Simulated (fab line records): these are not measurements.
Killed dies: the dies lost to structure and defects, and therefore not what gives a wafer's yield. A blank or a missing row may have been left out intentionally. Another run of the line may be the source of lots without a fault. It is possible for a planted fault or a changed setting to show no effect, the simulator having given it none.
Split-lot trial | flow ritCmos | on a route of 202 steps: 4 lots, 17 wafers read

THE SPLIT
At RIT_GATE_DEVELOP_15 (develop time 50 s), the setting devTempC was moved away from the recipe's 23 C on 5 of the 17 wafers read, by -12.4% to +11.2%. The other wafers ran this setting at the recipe's value.

FROM THE SPLIT TO THE READING: what the file shows between them, 7 steps
- RIT_GATE_HARDBAKE_18: time 60 s
- RIT_GATE_ETCH_19: etches poly-Si in SF6/CHF3/O2, stops on SiO2, time 165 s, target depth 312.5 nm
- RIT_NLDD_IMPLANT_08 (also split here: doseCm2)
- RIT_NLDD_STRIP_09: strips in O2, time 180 s
- RIT_NLDD_TW_MEAS_10
- RIT_PLDD_SOFTBAKE_02: time 60 s (also split here: tempC)
- RIT_PLDD_IMPLANT_08 (also split here: energyKev)

THE READING
etest.nmos_0p15.rOnOhmUm (the simulator's own value, which no gauge read), at RIT_M1_PROBE_99. The file gives no usual value for it. Here, 12 wafers ran the recipe; their average is 1076.5 with a standard deviation of 95.

wafer  | tool, chamber at the split | devTempC as run, C | against the recipe | etest.nmos_0p15.rOnOhmUm | against lot-mates on the recipe
L075.1 | lithoTrack-03, 0           | 20.15              | -12.4%             | 957.8                    | -133.2
L075.4 | lithoTrack-03, 0           | 23                 | recipe             | 1091                     | -
L075.5 | lithoTrack-03, 0           | 20.15              | -12.4%             | 961.3                    | -129.7
L075.6 | lithoTrack-03, 0           | 20.15              | -12.4%             | 973                      | -118.0
L081.1 | lithoTrack-03, 0           | 23                 | recipe             | 1168                     | -
L081.3 | lithoTrack-03, 0           | 23                 | recipe             | 1172                     | -
L081.6 | lithoTrack-03, 0           | 23                 | recipe             | 1163                     | -
L084.1 | lithoTrack-04, 0           | 25.58              | +11.2%             | 1295                     | +140.0
L084.2 | lithoTrack-04, 0           | 23                 | recipe             | 1145                     | -
L084.3 | lithoTrack-04, 0           | 25.58              | +11.2%             | 1367                     | +212.0
L084.4 | lithoTrack-04, 0           | 23                 | recipe             | 1169                     | -
L084.6 | lithoTrack-04, 0           | 23                 | recipe             | 1151                     | -
L085.1 | lithoTrack-02, 0           | 23                 | recipe             | 990.2                    | -
L085.3 | lithoTrack-02, 0           | 23                 | recipe             | 904                      | -
L085.4 | lithoTrack-02, 0           | 23                 | recipe             | 976.1                    | -
L085.5 | lithoTrack-02, 0           | 23                 | recipe             | 954.9                    | -
L085.6 | lithoTrack-02, 0           | 23                 | recipe             | 1034                     | -

FIT RESULTS
A straight line over all 17 wafers: etest.nmos_0p15.rOnOhmUm changes by +14.4 for each +1% of devTempC; r = +0.72; the points scatter about the line by 94.
The same after taking each lot's own level away (the mean of its wafers on the recipe; 17 wafers): +12.4 for each +1%; r = +0.93; scatter 32.
According to that fit, moving devTempC by its largest amount changes the reading by 1.5e+02.
The span of the lots' own levels, 971.84 to 1167.67, comes to 2.1 times the standard deviation stated above.
So the lot-to-lot level blurs the effect unless lot-mates are compared.
Check: for one of the wafers moved furthest among these (-12.4%), held out of the fit, the line's prediction against its lot-mates is -148. It came out at -133 against them.

OTHER SPLITS ON THESE WAFERS
Before the reading, these wafers also passed through other splits. Each is held against what the fit with the lots' levels taken away leaves over:
other split on the same wafers    | wafers away from the commonest value | r with etest.nmos_0p15.rOnOhmUm (lot level and that fit taken away)
RIT_ACTIVE_EXPOSE_08 doseMj       | 7                                    | +0.12
RIT_ACTIVE_STRIP_14 pressureMtorr | 9                                    | -0.28
RIT_FOX2_OXIDATION_00 oxTimeS     | 12                                   | +0.20
RIT_NWELL_IMPLANT_08 doseCm2      | 7                                    | -0.11
RIT_PWELL_IMPLANT_08 energyKev    | 5                                    | -0.25
RIT_NRETRO_COAT_01 resistThkNm    | 7                                    | +0.15
RIT_GATE_CVD_08 tempC             | 10                                   | +0.20
RIT_NLDD_IMPLANT_08 doseCm2       | 2                                    | -0.38
RIT_PLDD_SOFTBAKE_02 tempC        | 5                                    | -0.10
RIT_PLDD_IMPLANT_08 energyKev     | 6                                    | +0.10

THE FILE'S OWN FIT
etest.nmos_0p15.rOnOhmUm changes by +13.3 for each +1% of devTempC, r = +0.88.
